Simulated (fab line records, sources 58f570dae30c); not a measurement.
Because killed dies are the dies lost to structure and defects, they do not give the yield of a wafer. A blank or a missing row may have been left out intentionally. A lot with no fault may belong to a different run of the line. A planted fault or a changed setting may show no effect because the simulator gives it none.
fab line records	flow berkeley-cmos170
[record] lots = 5	wafers = 23
route steps=331 shown CONTACT@229 M1@242 M2@284 V2@301 M3@310
start-h: start of the lot's first displayed wafer, in hours after the record's first day	wait-h: hours elapsed since this lot's preceding step	" same as the row above	L1.1+2: several wafers, shown together as one row	- either no value or no given start	* or withheld: withheld	< > ~ a bound
route shown NAME@n: a module of which the file shows steps, and the number in the route of the first	usual: mean/standard deviation taken from wafers without a fault	same: alike in all rows	chamber/n: place in a boat	sites: the reading at each site	_std_site: how widely they spread, as a standard deviation	_edge_site: the outer-site mean with the inner-site mean subtracted	radius-mm: for every site, how far away it sits from the centre of the wafer	mask NAME#n: copy n	behind: the most recent tool/chamber to have shaped the wafer	hold: why the lot went on hold/how many hours it stayed there/how the hold came to an end	device: whichever transistor did not switch (one of n, p or np)	end of line: tests run on the same wafers once the route is complete	a step without rows: its recipe alone	killed: the dies lost at the first sort to structure and to defects; this is not the yield of the wafer	map: shows each die of a wafer: x if killed, . if not, _ if none is there
set.NAME: the setting the step ran with; set.NAME@STEP: the setting that earlier step ran with	model.NAME: the simulator's own value behind a step, which no gauge read
lots whose settings were changed on purpose; a table a step, a row a wafer
[[steps]]
[step UCB170_CONTACT_PEB_13]
[recipe] peb-temp-c = 130	peb-time-s = withheld	resist = KrF
lot.wafer	tool	chamber	start-h	wait-h	set.peb-temp-c
L076.1+3+4	litho-track-04	0	178.64	0.1	130
L076.2+5	"	0	"	"	131.4
L078.2+4	litho-track-02	0	194.00	0.3	130
L078.3+5+6	"	0	"	"	132.1
L079.1+5	litho-track-01	0	194.09	0.1	128.6
L079.2+4+6	"	0	"	"	130
L080.1+2+6	litho-track-02	0	194.98	0.6	128.2
L080.3+5	"	0	"	"	130
L082.2+4+6	litho-track-02	0	204.74	0.3	130
[step UCB170_CONTACT_DEVELOP_14]
[recipe] developer = TMAH	develop-time-s = 45	resist = KrF	dev-temp-c = 21
[step UCB170_CONTACT_CD_MEAS_15]
[recipe] target-cd-nm = 700
[usual] cd-nm = 699.9/1.6
lot.wafer	tool	chamber	start-h	wait-h	set.peb-temp-c@CONTACT_PEB_13	cd-nm
L076.1	cd-sem-01	-	178.91	-	130	699.4
L076.2	"	-	"	"	131.4	707.3
L076.3	"	-	"	"	130	697.9
L076.4	"	-	"	"	130	699.0
L076.5	"	-	"	"	131.4	706.6
L078.2	cd-sem-01	-	194.27	-	130	702.8
L078.3	"	-	"	"	132.1	715.4
L078.4	"	-	"	"	130	702.9
L078.5	"	-	"	"	132.1	714.3
L078.6	"	-	"	"	132.1	715.0
L079.1	cd-sem-02	-	194.37	-	128.6	690.3
L079.2	"	-	"	"	130	699.7
L079.4	"	-	"	"	130	700.5
L079.5	"	-	"	"	128.6	689.4
L079.6	"	-	"	"	130	699.8
L080.1	cd-sem-01	-	195.25	-	128.2	687.6
L080.2	"	-	"	"	128.2	689.2
L080.3	"	-	"	"	130	701.0
L080.5	"	-	"	"	130	701.6
L080.6	"	-	"	"	128.2	688.7
L082.2	cd-sem-02	-	205.01	-	130	698.4
L082.4	"	-	"	"	130	697.9
L082.6	"	-	"	"	130	697.8
[step UCB170_CONTACT_ETCH_17]
[recipe] chemistry = N2/H2	target-depth-a = withheld	overetch-a = withheld	target = BARC	time-s = withheld	source-w = 500	bias-w = 100	pressure-mtorr = 30	n2-flow-sccm = 100	h2-flow-sccm = 200
lot.wafer	tool	chamber	start-h	wait-h	set.peb-temp-c@CONTACT_PEB_13	model.CONTACT.cd-nm
L076.1	rie-diel-03	1	179.07	0.0	130	699.2
L076.2	"	2	"	"	131.4	707.4
L076.3	"	3	"	"	130	697.6
L076.4	"	0	"	"	130	699.4
L076.5	"	2	"	"	131.4	706.9
L078.2	rie-diel-04	0	194.41	0.0	130	703
L078.3	"	1	"	"	132.1	715.2
L078.4	"	2	"	"	130	702.9
L078.5	"	1	"	"	132.1	714.4
L078.6	"	2	"	"	132.1	715.6
L079.1	rie-diel-01	2	194.52	0.0	128.6	690.4
L079.2	"	1	"	"	130	700
L079.4	"	3	"	"	130	700.9
L079.5	"	2	"	"	128.6	689.8
L079.6	"	1	"	"	130	699.3
L080.1	rie-diel-04	0	195.41	0.0	128.2	687.9
L080.2+6	"	3	"	"	128.2	689.4
L080.3	"	2	"	"	130	701.3
L080.5	"	2	"	"	130	702.1
L082.2	rie-diel-04	2	205.14	0.0	130	698
L082.4	"	1	"	"	130	697.2
L082.6	"	0	"	"	130	697.7
[step UCB170_CONTACT_ETCH_18]
[recipe] chemistry = CHF3/CF4/Ar	target = PSG	stop-on = TiSi2	CHF3_flow_sccm = 45	cf4-flow-sccm = 15	Ar_flow_sccm = 150	pressure-mtorr = 200	rf-w = 700	target-depth-a = 8400	over-etch-frac = 0.2	time-s = 195
lot.wafer	tool	chamber	start-h	wait-h	set.peb-temp-c@CONTACT_PEB_13	model.CONTACT.cd-nm
L076.1	rie-diel-03	1	-	-	130	699.4
L076.2	"	2	"	"	131.4	708
L076.3	"	3	"	"	130	697.8
L076.4	"	0	"	"	130	700
L076.5	"	2	"	"	131.4	707.4
L078.2	rie-diel-04	0	-	-	130	702.9
L078.3	"	1	"	"	132.1	714.9
L078.4	"	2	"	"	130	703.1
L078.5	"	1	"	"	132.1	714.5
L078.6	"	2	"	"	132.1	715.4
L079.1	rie-diel-01	2	-	-	128.6	690.3
L079.2	"	1	"	"	130	700.3
L079.4	"	3	"	"	130	700.6
L079.5	"	2	"	"	128.6	689.3
L079.6	"	1	"	"	130	699.3
L080.1	rie-diel-04	0	-	-	128.2	687.8
L080.2	"	3	"	"	128.2	689.4
L080.3	"	2	"	"	130	701.2
L080.5	"	2	"	"	130	701.9
L080.6	"	3	"	"	128.2	689.5
L082.2	rie-diel-04	2	-	-	130	698.3
L082.4	"	1	"	"	130	697.6
L082.6	"	0	"	"	130	697.9
[step UCB170_CONTACT_STRIP_19]
[recipe] chemistry = O2	power-w = 400	pressure-mtorr = 3500	platen-temp-c = withheld	o2-flow-sccm = 400	overash-fraction = 0.5
[step UCB170_CONTACT_CD_MEAS_90]
[recipe] target-cd-nm = 700
[usual] cd-nm = 700.0/1.6
lot.wafer	tool	chamber	start-h	wait-h	set.peb-temp-c@CONTACT_PEB_13	cd-nm
L076.1	cd-sem-02	-	179.34	0.1	130	699.7
L076.2	"	-	"	"	131.4	708.4
L076.3	"	-	"	"	130	697.8
L076.4	"	-	"	"	130	699.5
L076.5	"	-	"	"	131.4	707.2
L078.2	cd-sem-01	-	194.69	0.1	130	702.8
L078.3	"	-	"	"	132.1	714.9
L078.4	"	-	"	"	130	702.8
L078.5	"	-	"	"	132.1	714.2
L078.6	"	-	"	"	132.1	715.0
L079.1	cd-sem-02	-	194.79	0.1	128.6	690.2
L079.2	"	-	"	"	130	700.2
L079.4	"	-	"	"	130	700.7
L079.5	"	-	"	"	128.6	689.1
L079.6	"	-	"	"	130	699.2
L080.1	cd-sem-02	-	195.67	0.1	128.2	687.9
L080.2	"	-	"	"	128.2	689.4
L080.3	"	-	"	"	130	701.4
L080.5	"	-	"	"	130	702.3
L080.6	"	-	"	"	128.2	689.5
L082.2	cd-sem-02	-	205.43	0.1	130	698.7
L082.4	"	-	"	"	130	697.3
L082.6	"	-	"	"	130	697.8
[step UCB170_M1_COAT_04]
[recipe] resist = KrF	spin-rpm = 1500	resist-thk-nm = 900
lot.wafer	tool	chamber	start-h	wait-h	set.spin-rpm	model.KrF_of_M1_COAT_04.thk-nm
L076.1	litho-track-03	0	-	-	1500	901.1
L076.2	"	0	"	"	1402	934.2
L076.3	"	0	"	"	1500	899.8
L076.4	"	0	"	"	1402	931.6
L076.5	"	0	"	"	1402	931.9
L078.2	litho-track-03	0	-	-	1500	902.6
L078.3	"	0	"	"	1461	914
L078.4	"	0	"	"	1461	915.5
L078.5	"	0	"	"	1500	901.4
L078.6	"	0	"	"	1500	903.2
L079.1	litho-track-01	0	-	-	1500	899.9
L079.2	"	0	"	"	1500	901.2
L079.4	"	0	"	"	1419	925.5
L079.5	"	0	"	"	1419	926.3
L079.6	"	0	"	"	1419	924.1
L080.1	litho-track-04	0	-	-	1500	902.1
L080.2	"	0	"	"	1500	904.4
L080.3	"	0	"	"	1500	899.1
L080.5+6	"	0	"	"	1500	900
L082.2	litho-track-01	0	-	-	1500	897.8
L082.4	"	0	"	"	1500	902.3
L082.6	"	0	"	"	1500	901.1
[step UCB170_M2_PEB_13]
[recipe] peb-temp-c = 130	peb-time-s = withheld	resist = KrF
lot.wafer	tool	chamber	start-h	wait-h	set.peb-temp-c
L076.1+2+5	litho-track-04	0	189.51	0.1	130
L076.3+4	"	0	"	"	131.6
L078.2+4+5	litho-track-04	0	203.91	0.1	133.8
L078.3+6	"	0	"	"	130
L079.1+5+6	litho-track-02	0	205.50	0.2	128.9
L079.2+4	"	0	"	"	130
L080.1+3+6	litho-track-02	0	206.05	0.3	130
L080.2+5	"	0	"	"	127.6
L082.2+4+6	litho-track-02	0	213.79	0.1	130
[step UCB170_M2_DEVELOP_14]
[recipe] developer = TMAH	develop-time-s = 45	resist = KrF	dev-temp-c = 21
[step UCB170_M2_CD_MEAS_15]
[recipe] target-cd-nm = 700
[usual] cd-nm = 700.4/1.1
lot.wafer	tool	chamber	start-h	wait-h	set.peb-temp-c@M2_PEB_13	cd-nm
L076.1	cd-sem-02	-	189.78	-	130	700.2
L076.2	"	-	"	"	130	699.4
L076.3	"	-	"	"	131.6	689.8
L076.4	"	-	"	"	131.6	690.7
L076.5	"	-	"	"	130	700.1
L078.2	cd-sem-02	-	204.18	-	133.8	679.3
L078.3	"	-	"	"	130	701.7
L078.4	"	-	"	"	133.8	678.4
L078.5	"	-	"	"	133.8	679.2
L078.6	"	-	"	"	130	700.9
L079.1	cd-sem-02	-	205.77	-	128.9	709.6
L079.2	"	-	"	"	130	700.0
L079.4	"	-	"	"	130	700.0
L079.5	"	-	"	"	128.9	709.2
L079.6	"	-	"	"	128.9	708.4
L080.1	cd-sem-02	-	206.50	-	130	699.2
L080.2	"	-	"	"	127.6	717.2
L080.3	"	-	"	"	130	697.6
L080.5	"	-	"	"	127.6	718.4
L080.6	"	-	"	"	130	700.4
L082.2	cd-sem-02	-	214.18	-	130	700.8
L082.4	"	-	"	"	130	699.6
L082.6	"	-	"	"	130	700.4
[step UCB170_M2_ETCH_17]
[recipe] chemistry = N2/H2	target-depth-a = withheld	overetch-a = withheld	target = BARC	time-s = withheld	source-w = 500	bias-w = 100	pressure-mtorr = 30	n2-flow-sccm = 100	h2-flow-sccm = 200
lot.wafer	tool	chamber	start-h	wait-h	set.bias-w	set.peb-temp-c@M2_PEB_13	model.M2.cd-nm
L076.1	rie-diel-02	3	189.94	0.0	104.5	130	699.7
L076.2	"	0	"	"	104.5	130	699.6
L076.3	"	2	"	"	100	131.6	689.7
L076.4	"	1	"	"	100	131.6	689.9
L076.5	"	2	"	"	100	130	699.7
L078.2	rie-diel-03	0	204.32	0.0	100	133.8	680.2
L078.3	"	1	"	"	100	130	702.7
L078.4	"	3	"	"	100	133.8	678.8
L078.5	"	3	"	"	100	133.8	680.1
L078.6	"	2	"	"	100	130	701.9
L079.1	rie-diel-02	2	205.93	0.0	100	128.9	709.4
L079.2	"	3	"	"	109.5	130	699.4
L079.4	"	1	"	"	100	130	699.6
L079.5	"	0	"	"	109.5	128.9	708.7
L079.6	"	3	"	"	109.5	128.9	708
L080.1+6	rie-diel-04	0,3	206.65	0.0	100	130	699.9
L080.2	"	1	"	"	100	127.6	717.1
L080.3	"	2	"	"	100	130	697.5
L080.5	"	0	"	"	100	127.6	718
L082.2	rie-diel-04	3	214.32	0.0	100	130	700.5
L082.4	"	1	"	"	100	130	699.7
L082.6	"	3	"	"	100	130	700.2
[step UCB170_M2_METAL_ETCH_18]
[recipe] chemistry = Cl2/BCl3	target = Al	stop-on = SiO2	pressure-mtorr = 12	target-depth-a = 11700	over-etch-frac = 0.3	time-s = 195	icp-w = 600	bias-w = 120	Cl2_flow_sccm = 90	bcl3-flow-sccm = 45
lot.wafer	tool	chamber	start-h	wait-h	set.peb-temp-c@M2_PEB_13	model.M2.cd-nm
L076.1	rie-metal-03	0	189.98	-	130	699.1
L076.2	"	1	"	"	130	699.4
L076.3	"	0	"	"	131.6	687.6
L076.4	"	1	"	"	131.6	687.7
L076.5	"	0	"	"	130	699.9
L078.2	rie-metal-02	1	204.36	-	133.8	681.2
L078.3	"	0	"	"	130	705.6
L078.4	"	1	"	"	133.8	679.7
L078.5	"	0	"	"	133.8	683
L078.6	"	1	"	"	130	704.3
L079.1	rie-metal-03	0	205.97	-	128.9	708.2
L079.2	"	1	"	"	130	698.9
L079.4	"	0	"	"	130	699.7
L079.5	"	0	"	"	128.9	709.8
L079.6	"	1	"	"	128.9	708
L080.1	rie-metal-01	0	206.70	-	130	703
L080.2	"	1	"	"	127.6	718.5
L080.3	"	1	"	"	130	697.9
L080.5	"	0	"	"	127.6	718.8
L080.6	"	1	"	"	130	700.5
L082.2	rie-metal-01	1	214.36	-	130	700.1
L082.4	"	1	"	"	130	700.6
L082.6	"	1	"	"	130	699.9
[step UCB170_M2_STRIP_19]
[recipe] chemistry = O2	power-w = 400	pressure-mtorr = 3500	platen-temp-c = withheld	o2-flow-sccm = 400	overash-fraction = 0.5
[step UCB170_M2_CD_MEAS_90]
[recipe] target-cd-nm = 700
[usual] cd-nm = 701.3/2.1
lot.wafer	tool	chamber	start-h	wait-h	set.peb-temp-c@M2_PEB_13	cd-nm
L076.1	cd-sem-02	-	190.27	0.1	130	699.3
L076.2	"	-	"	"	130	699.9
L076.3	"	-	"	"	131.6	687.4
L076.4	"	-	"	"	131.6	687.8
L076.5	"	-	"	"	130	699.7
L078.2	cd-sem-02	-	204.67	0.1	133.8	681.1
L078.3	"	-	"	"	130	705.3
L078.4	"	-	"	"	133.8	679.8
L078.5	"	-	"	"	133.8	682.5
L078.6	"	-	"	"	130	704.3
L079.1	cd-sem-02	-	206.26	0.1	128.9	708.4
L079.2	"	-	"	"	130	698.7
L079.4	"	-	"	"	130	699.5
L079.5	"	-	"	"	128.9	709.6
L079.6	"	-	"	"	128.9	707.9
L080.1	cd-sem-02	-	207.04	0.1	130	703.2
L080.2	"	-	"	"	127.6	718.7
L080.3	"	-	"	"	130	697.9
L080.5	"	-	"	"	127.6	719.0
L080.6	"	-	"	"	130	700.3
L082.2	cd-sem-01	-	214.67	0.1	130	700.1
L082.4	"	-	"	"	130	700.4
L082.6	"	-	"	"	130	699.9
[step UCB170_V2_EXPOSE_09]
[recipe] mask-id = VIA2	target-cd-nm = 700	na = 0.5	sigma-outer = 0.6	source-shape = conventional	dose-mj = 37
lot.wafer	tool	chamber	start-h	wait-h	mask	set.dose-mj
L076.1+5	krf-scanner-01	0	191.92	0.2	VIA2#0	38.05
L076.2+3+4	"	0	"	"	VIA2#0	37
L078.2+3	krf-scanner-02	0	206.54	0.2	VIA2#0	37
L078.4+5+6	"	0	"	"	VIA2#0	35.7
L079.1+2+6	krf-scanner-02	0	207.72	0.1	VIA2#0	37
L079.4+5	"	0	"	"	VIA2#0	35.48
L080.1+5+6	krf-scanner-02	0	208.59	0.1	VIA2#0	37
L080.2+3	"	0	"	"	VIA2#0	37.92
L082.2+4+6	krf-scanner-02	0	216.29	0.1	VIA2#0	37
[step UCB170_V2_PEB_10]
[recipe] peb-temp-c = 130	peb-time-s = withheld	resist = KrF
[step UCB170_V2_DEVELOP_11]
[recipe] developer = TMAH	develop-time-s = 45	resist = KrF	dev-temp-c = 21
[step UCB170_V2_CD_MEAS_12]
[recipe] target-cd-nm = 700
[usual] cd-nm = 698.9/1.3
lot.wafer	tool	chamber	start-h	wait-h	set.dose-mj@V2_EXPOSE_09	cd-nm
L076.1	cd-sem-02	-	192.40	-	38.05	702.7
L076.2	"	-	"	"	37	699.8
L076.3	"	-	"	"	37	698.3
L076.4	"	-	"	"	37	699.0
L076.5	"	-	"	"	38.05	702.0
L078.2	cd-sem-02	-	206.94	-	37	700.1
L078.3	"	-	"	"	37	700.3
L078.4	"	-	"	"	35.7	692.4
L078.5	"	-	"	"	35.7	693.5
L078.6	"	-	"	"	35.7	694.7
L079.1	cd-sem-02	-	208.11	-	37	697.9
L079.2	"	-	"	"	37	698.6
L079.4	"	-	"	"	35.48	690.4
L079.5	"	-	"	"	35.48	689.6
L079.6	"	-	"	"	37	697.5
L080.1	cd-sem-02	-	208.98	-	37	697.8
L080.2	"	-	"	"	37.92	702.2
L080.3	"	-	"	"	37.92	702.8
L080.5	"	-	"	"	37	697.5
L080.6	"	-	"	"	37	698.5
L082.2	cd-sem-01	-	216.68	-	37	700.7
L082.4	"	-	"	"	37	700.7
L082.6	"	-	"	"	37	701.6
[step UCB170_V2_ETCH_14]
[recipe] chemistry = CHF3/CF4/Ar	target = SiO2	stop-on = Al	CHF3_flow_sccm = 45	cf4-flow-sccm = 15	Ar_flow_sccm = 150	pressure-mtorr = 200	rf-w = 700	target-depth-a = 12500	over-etch-frac = 0.25	time-s = 291
lot.wafer	tool	chamber	start-h	wait-h	set.dose-mj@V2_EXPOSE_09	model.V2.cd-nm
L076.1	rie-diel-04	2	192.56	0.0	38.05	702.6
L076.2	"	3	"	"	37	700.1
L076.3	"	0	"	"	37	698.8
L076.4	"	1	"	"	37	699.5
L076.5	"	3	"	"	38.05	702.1
L078.2	rie-diel-01	1	207.08	0.0	37	700.3
L078.3	"	2	"	"	37	700.5
L078.4	"	3	"	"	35.7	692.5
L078.5	"	3	"	"	35.7	693.6
L078.6	"	0	"	"	35.7	694.1
L079.1	rie-diel-03	1	208.27	0.0	37	697.3
L079.2	"	2	"	"	37	698.6
L079.4+5	"	0,2	"	"	35.48	689.3
L079.6	"	3	"	"	37	696.7
L080.1	rie-diel-01	2	209.14	0.0	37	697.4
L080.2	"	0	"	"	37.92	702.3
L080.3	"	1	"	"	37.92	702.5
L080.5	"	0	"	"	37	697.8
L080.6	"	2	"	"	37	697.7
L082.2	rie-diel-01	0	216.82	0.0	37	700.5
L082.4	"	2	"	"	37	700.9
L082.6	"	1	"	"	37	701.9
[step UCB170_V2_STRIP_15]
[recipe] chemistry = O2	power-w = 400	pressure-mtorr = 3500	platen-temp-c = withheld	o2-flow-sccm = 400	overash-fraction = 0.5
[step UCB170_V2_CD_MEAS_90]
[recipe] target-cd-nm = 700
[usual] cd-nm = 698.9/1.4
lot.wafer	tool	chamber	start-h	wait-h	set.dose-mj@V2_EXPOSE_09	cd-nm
L076.1	cd-sem-02	-	192.84	0.1	38.05	702.4
L076.2	"	-	"	"	37	699.8
L076.3	"	-	"	"	37	698.6
L076.4	"	-	"	"	37	699.3
L076.5	"	-	"	"	38.05	701.9
L078.2	cd-sem-02	-	207.42	0.1	37	699.8
L078.3	"	-	"	"	37	700.4
L078.4	"	-	"	"	35.7	692.8
L078.5	"	-	"	"	35.7	694.1
L078.6	"	-	"	"	35.7	694.4
L079.1	cd-sem-02	-	208.55	0.1	37	697.6
L079.2	"	-	"	"	37	698.2
L079.4	"	-	"	"	35.48	689.5
L079.5	"	-	"	"	35.48	689.6
L079.6	"	-	"	"	37	696.2
L080.1	cd-sem-02	-	209.42	0.1	37	697.6
L080.2	"	-	"	"	37.92	702.4
L080.3	"	-	"	"	37.92	702.6
L080.5	"	-	"	"	37	697.7
L080.6	"	-	"	"	37	697.6
L082.2	cd-sem-02	-	217.11	0.1	37	700.7
L082.4	"	-	"	"	37	700.7
L082.6	"	-	"	"	37	701.9
[step UCB170_M3_SPUTTER_01]
[recipe] material = Al	target-thk-nm = 900	time-s = 120	power-w = 6000	chamber-pressure-pa = 0.5
lot.wafer	tool	chamber	start-h	wait-h	set.power-w	model.Al_of_M3_SPUTTER_01.thk-nm
L076.1	pvd-sputter-03	-	193.02	0.0	6637	1001
L076.2	"	-	"	"	6000	908.9
L076.3	"	-	"	"	6000	896.2
L076.4	"	-	"	"	6637	998.6
L076.5	"	-	"	"	6000	915.3
L078.2	pvd-sputter-03	-	207.59	0.0	6000	902.9
L078.3	"	-	"	"	6000	895.5
L078.4	"	-	"	"	6343	946.6
L078.5	"	-	"	"	6000	896.8
L078.6	"	-	"	"	6343	952
L079.1	pvd-sputter-01	-	208.73	0.0	6287	946.7
L079.2	"	-	"	"	6000	899.4
L079.4	"	-	"	"	6000	905.3
L079.5	"	-	"	"	6000	902.8
L079.6	"	-	"	"	6287	952.8
L080.1	pvd-sputter-04	-	209.60	0.0	6000	906.5
L080.2	"	-	"	"	5678	853.9
L080.3	"	-	"	"	5678	862.9
L080.5	"	-	"	"	5678	858.5
L080.6	"	-	"	"	6000	893.4
L082.2	pvd-sputter-04	-	217.28	0.0	6000	889.3
L082.4	"	-	"	"	6000	890.1
L082.6	"	-	"	"	6000	887.1
[step UCB170_M3_RS_MEAS_02]
[recipe] thk-meas-gauge = four-point-probe	reads = Al_of_M3_SPUTTER_01
[usual] M3_AL_RS = 0.03208/0.00029
lot.wafer	tool	chamber	start-h	wait-h	set.power-w@M3_SPUTTER_01	M3_AL_RS[ohm/sq]
L076.1	film-metro-03	-	193.11	0.0	6637	0.02891
L076.2	"	-	"	"	6000	0.03184
L076.3	"	-	"	"	6000	0.03229
L076.4	"	-	"	"	6637	0.0289
L076.5	"	-	"	"	6000	0.03164
L078.2	film-metro-03	-	207.69	0.1	6000	0.03206
L078.3	"	-	"	"	6000	0.03233
L078.4	"	-	"	"	6343	0.03053
L078.5	"	-	"	"	6000	0.03232
L078.6	"	-	"	"	6343	0.03033
L079.1	film-metro-03	-	208.82	0.0	6287	0.03062
L079.2	"	-	"	"	6000	0.03214
L079.4	"	-	"	"	6000	0.03196
L079.5	"	-	"	"	6000	0.0321
L079.6	"	-	"	"	6287	0.0304
L080.1	film-metro-04	-	209.69	0.0	6000	0.03174
L080.2	"	-	"	"	5678	0.03375
L080.3	"	-	"	"	5678	0.03348
L080.5	"	-	"	"	5678	0.03363
L080.6	"	-	"	"	6000	0.03223
L082.2	film-metro-02	-	217.38	0.1	6000	0.03249
L082.4	"	-	"	"	6000	0.03252
L082.6	"	-	"	"	6000	0.03265
[step UCB170_M3_THK_MEAS_03]
[recipe] thk-meas-gauge = xrf	reads = Al_of_M3_SPUTTER_01
[usual] M3_AL_THK = 899/11
lot.wafer	tool	chamber	start-h	wait-h	set.power-w@M3_SPUTTER_01	M3_AL_THK[nm]
L076.1	film-metro-03	-	193.23	0.1	6637	988
L076.2	"	-	"	"	6000	901
L076.3	"	-	"	"	6000	892
L076.4	"	-	"	"	6637	990
L076.5	"	-	"	"	6000	907
L078.2	film-metro-03	-	207.80	0.1	6000	894
L078.3	"	-	"	"	6000	885
L078.4	"	-	"	"	6343	941
L078.5	"	-	"	"	6000	887
L078.6	"	-	"	"	6343	942
L079.1	film-metro-03	-	208.94	0.1	6287	938
L079.2	"	-	"	"	6000	886
L079.4	"	-	"	"	6000	892
L079.5	"	-	"	"	6000	893
L079.6	"	-	"	"	6287	943
L080.1	film-metro-04	-	209.81	0.1	6000	915
L080.2	"	-	"	"	5678	861
L080.3	"	-	"	"	5678	871
L080.5	"	-	"	"	5678	865
L080.6	"	-	"	"	6000	906
L082.2	film-metro-02	-	217.49	0.1	6000	891
L082.4	"	-	"	"	6000	891
L082.6	"	-	"	"	6000	888
[[key]]
[split] step = UCB170_CONTACT_PEB_13	setting = peb-temp-c	stated = 130	by = wafer
[response] step = UCB170_CONTACT_CD_MEAS_15	reading = cd-nm	change = +8.31	per = 1%	r = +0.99
[response] step = UCB170_CONTACT_ETCH_17	reading = model.CONTACT.cd-nm	change = +8.34	per = 1%	r = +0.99
[response] step = UCB170_CONTACT_ETCH_18	reading = model.CONTACT.cd-nm	change = +8.36	per = 1%	r = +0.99
[response] step = UCB170_CONTACT_CD_MEAS_90	reading = cd-nm	change = +8.46	per = 1%	r = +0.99
[split] step = UCB170_M1_COAT_04	setting = spin-rpm	stated = 1500	by = wafer
[response] step = UCB170_M1_COAT_04	reading = model.KrF_of_M1_COAT_04.thk-nm	change = -4.78	per = 1%	r = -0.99
[split] step = UCB170_M2_PEB_13	setting = peb-temp-c	stated = 130	by = wafer
[response] step = UCB170_M2_CD_MEAS_15	reading = cd-nm	change = -8.42	per = 1%	r = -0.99
[response] step = UCB170_M2_ETCH_17	reading = model.M2.cd-nm	change = -8.46	per = 1%	r = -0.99
[response] step = UCB170_M2_METAL_ETCH_18	reading = model.M2.cd-nm	change = -8.83	per = 1%	r = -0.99
[response] step = UCB170_M2_CD_MEAS_90	reading = cd-nm	change = -8.88	per = 1%	r = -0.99
[split] step = UCB170_M2_ETCH_17	setting = bias-w	stated = 100	by = wafer
response none clear
[split] step = UCB170_V2_EXPOSE_09	setting = dose-mj	stated = 37	by = wafer
[response] step = UCB170_V2_CD_MEAS_12	reading = cd-nm	change = +1.77	per = 1%	r = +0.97
[response] step = UCB170_V2_ETCH_14	reading = model.V2.cd-nm	change = +1.8	per = 1%	r = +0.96
[response] step = UCB170_V2_CD_MEAS_90	reading = cd-nm	change = +1.72	per = 1%	r = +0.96
[split] step = UCB170_M3_SPUTTER_01	setting = power-w	stated = 6000	by = wafer
[response] step = UCB170_M3_SPUTTER_01	reading = model.Al_of_M3_SPUTTER_01.thk-nm	change = +8.76	per = 1%	r = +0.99
[response] step = UCB170_M3_RS_MEAS_02	reading = M3_AL_RS	change = -0.000297	per = 1%	r = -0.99
[response] step = UCB170_M3_THK_MEAS_03	reading = M3_AL_THK	change = +8.78	per = 1%	r = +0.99
